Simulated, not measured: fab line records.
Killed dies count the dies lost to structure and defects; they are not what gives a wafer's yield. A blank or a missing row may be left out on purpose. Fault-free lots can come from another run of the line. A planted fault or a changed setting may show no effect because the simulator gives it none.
The tool behind it: which one?	flow rit-cmos	15 lots with 45 wafers sampled at 2 steps, on a route of 202 steps

## WHAT THE GAUGES SHOWED, per wafer
RIT_PLDD_TW_MEAS_10. Usual: PLDD_TW gives 2358 (standard deviation 16).
lot	measured	on	PLDD_TW	flag
L259	day 2 18:47	film-metro-02	2358 2365 2366	
L260	day 3 01:13	film-metro-02	2368 2350 2378	
L261	day 3 05:53	film-metro-04	2364 2364 2372	
L262	day 3 11:32	film-metro-04	2378 2380 2371	
L264	day 3 20:00	film-metro-04	2394 2375 2369	
L265	day 4 00:34	film-metro-04	2376 2376 2365	
L267	day 4 12:25	film-metro-04	2349 2368 2371	
L268	day 4 16:19	film-metro-02	2350 2353 2336	
L270	day 5 01:32	film-metro-02	30 30 30	OFF
L271	day 5 07:34	film-metro-04	30 30 30	OFF
L272	day 5 12:35	film-metro-04	30 30 30	OFF
L273	day 5 18:02	film-metro-01	2348 2332 2345	
L280	day 7 04:10	film-metro-02	2355 2372 2348	
L281	day 7 09:11	film-metro-01	2357 2351 2331	
L282	day 7 13:42	film-metro-04	2366 2358 2361	

## WHAT TOOL EACH LOT RAN ON (gives the tool, then ch and the chambers of the sampled wafers, and finally the start)
lot	RIT_NLDD_STRIP_09
L259	plasma-asher-02 ch 0,1, day 2 17:13
L260	plasma-asher-02 ch 0,1, day 2 23:38
L261	plasma-asher-01 ch 0,1, day 3 04:10
L262	plasma-asher-04 ch 0,1, day 3 09:41
L264	plasma-asher-01 ch 0,1, day 3 18:10
L265	plasma-asher-04 ch 0,1, day 3 22:51
L267	plasma-asher-04 ch 0,1, day 4 10:36
L268	plasma-asher-01 ch 0,1, day 4 14:36
L270	plasma-asher-04 ch 0,1, day 4 23:41
L271	plasma-asher-02 ch 1, day 5 05:58
L272	plasma-asher-02 ch 0,1, day 5 10:58
L273	plasma-asher-04 ch 0,1, day 5 16:29
L280	plasma-asher-04 ch 0,1, day 7 02:26
L281	plasma-asher-04 ch 0,1, day 7 07:35
L282	plasma-asher-04 ch 0,1, day 7 11:58
- RIT_NLDD_STRIP_09: strips in O2, time 180 s.

## AS READ BY THE TOOLS THEMSELVES (means over the sampled wafers that have a number; for cases with no such wafer, the mark the record gives instead)
RIT_NLDD_STRIP_09. Usual: chamber-pressure-mTorr 4000 mTorr, standard deviation 3.2; drypump-motor-current-A 5.4 A, standard deviation 0.57; o2-flow-sccm 4000 sccm, standard deviation 11.
lot	tool	chamber-pressure-mTorr (mTorr)	drypump-motor-current-A (A)	o2-flow-sccm (sccm)	flag
L259	plasma-asher-02	3999	5.7	4008	
L260	plasma-asher-02	4000	5.7	3992	
L261	plasma-asher-01	4000	5.2	4001	
L262	plasma-asher-04	4000	5.0	4001	
L264	plasma-asher-01	4000	5.3	3994	
L265	plasma-asher-04	3999	5.4	4007	
L267	plasma-asher-04	3997	5.0	4001	
L268	plasma-asher-01	4000	5.3	3998	
L270	plasma-asher-04	-	-	-	OFF
L271	plasma-asher-02	-	-	-	OFF
L272	plasma-asher-02	-	-	-	OFF
L273	plasma-asher-04	3997	5.4	4008	
L280	plasma-asher-04	4001	5.0	3998	
L281	plasma-asher-04	4000	5.4	3988	
L282	plasma-asher-04	3999	5.0	3992	

## THE ANSWER, worked out from the rows above alone
Rule: lot off if the mean of its wafers having a number is beyond 3 standard deviations from the usual mean. Also off: a lot with no number at a reading for which 4 or more lots have one. The other lots that the step has rows for count as sound. Order of review: gauges by route order, followed by the tools' own readings, for which a lot's mean as printed above is used. The first step at which some lot is off is used, and at that step the reading that is off furthest; a lot without a number counts as furthest.
Off: L270, L271, L272, seen at RIT_PLDD_TW_MEAS_10 (PLDD_TW).
A tool fits if, at a process step before that reading, it ran every lot that is off, and no sound lot after the first of them. The gauges at RIT_PLDD_TW_MEAS_10 aren't tried: what is off there is off at RIT_NLDD_STRIP_09 too, on other tools, and a gauge's error can't cause that. None of those tried fits.

## WHAT HAD BEEN PUT IN BY THE SIMULATOR
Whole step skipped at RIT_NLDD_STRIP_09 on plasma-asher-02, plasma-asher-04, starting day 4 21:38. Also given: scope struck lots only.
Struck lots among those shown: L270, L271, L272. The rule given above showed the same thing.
